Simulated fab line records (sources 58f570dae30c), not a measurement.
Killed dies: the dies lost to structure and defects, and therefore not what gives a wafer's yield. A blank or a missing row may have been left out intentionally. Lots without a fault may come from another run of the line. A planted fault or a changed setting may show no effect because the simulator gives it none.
Comparing a struck lot with a sound one / flow berkeley_cmos170 / 15 steps out of a route of 331
Sound: the wafers L784.1, L784.2, L784.4. Wafers L797.1, L797.2, L797.4 were the ones struck. The cause comes at the end.
Per side, at each step with rows, come the tool, then ch with its chambers, and then its first start. Under that, the readings that differ: sound wafers / struck wafers / difference of the means / sigmas: that difference in standard deviations of wafers without a fault.
alike: same words and numbers on both sides, and readings whose means sit less than 2 such deviations apart. not compared: any withheld reading, any reading some wafer has no value for, any bound like >300 that may hide the same value, and any number with overlapping values for which the record gives no deviation.
A row with sigmas, a row that says differs or no value, or rows on one side alone: a step with any of these is where the two part. Numbers that have no deviation but don't overlap get no sigmas and don't part them. A reading that every wafer of one side lacks parts them only if that side has two wafers or more.

UCB170_PWELL_THK_MEAS_03:
  struck on film_metro-04, day 6 02:56; sound on film_metro-01, day 3 04:55
  alike: PWELL_OXIDE_THK
then, 2 steps without rows for these wafers: UCB170_PWELL_ANNEAL_04 (time 900 s); UCB170_PWELL_CVD_05 (deposits Si3N4 from SiH2Cl2/NH3, target thk 220 nm, time 3300 s).
UCB170_PWELL_THK_MEAS_06:
  struck on film_metro-04, day 6 08:14; sound on film_metro-03, day 3 13:40
reading=PWELL_NITRIDE_THK (nm); sound=222.0 223.8 222.2; struck=215.0 214.6 214.1; difference=-8.1; sigmas=-3
then, 6 steps without rows for these wafers: UCB170_PWELL_HMDS_07 (prime time 60 s); UCB170_PWELL_COAT_08 (resist thk 900 nm); UCB170_PWELL_SOFTBAKE_09 (time 60 s); UCB170_PWELL_EXPOSE_10 (exposes mask PWELL, target cd 3000 nm); UCB170_PWELL_PEB_11; UCB170_PWELL_DEVELOP_12 (develop time 45 s).
UCB170_PWELL_OVL_MEAS_13:
  struck on overlay-02, day 6 09:22; sound on overlay-02, day 3 15:20
reading=PWELL_OVL (nm); sound=10 7 10; struck=-4 -6 -2; difference=-13; sigmas=-2
UCB170_PWELL_ETCH_14: etches Si3N4 in CH3F/Ar/O2, stops on SiO2, target depth 242 nm, time 151 s.
  sound on rie_diel-03 ch 0,1,3, day 3 15:22; struck on rie_diel-01 ch 0,1,3, day 6 09:25
  alike: drypump_motor_current_A, oes_product_au, throttle_valve_pct
  not compared: rf_hours_counter_h
UCB170_PWELL_IMPLANT_15:
  sound on implanter-01 ch 0, day 3 15:28; struck on implanter-01 ch 0, day 6 09:31
reading=beam_energy_keV; sound=60.012 60.013 60.027; struck=54.667 54.659 54.661; difference=-5.355; sigmas=-99 or more
reading=model.implant.rp_nm (nm); sound=185.3 185.3 185.3; struck=174.5 174.5 174.5; difference=-10.8; sigmas=
reading=model.implant.drp_nm (nm); sound=64.7 64.7 64.7; struck=61.53 61.53 61.53; difference=-3.17; sigmas=
  alike: end_station_pressure_torr
UCB170_PWELL_STRIP_16: strips in O2.
  sound on plasma_asher-03 ch 0,1, day 3 15:37; struck on plasma_asher-01 ch 0,1, day 6 09:40
  alike: drypump_motor_current_A, oes_product_au, strip_time_to_endpoint_s
  not compared: rf_hours_counter_h
UCB170_M3_PROBE_99:
  sound wafers here have rows in the record (prober-02, day 8 13:06); struck ones have none

== WHERE THEY PART ==
First at UCB170_PWELL_THK_MEAS_06; last, within this record, at UCB170_M3_PROBE_99.

WHY: the cause the simulator had injected
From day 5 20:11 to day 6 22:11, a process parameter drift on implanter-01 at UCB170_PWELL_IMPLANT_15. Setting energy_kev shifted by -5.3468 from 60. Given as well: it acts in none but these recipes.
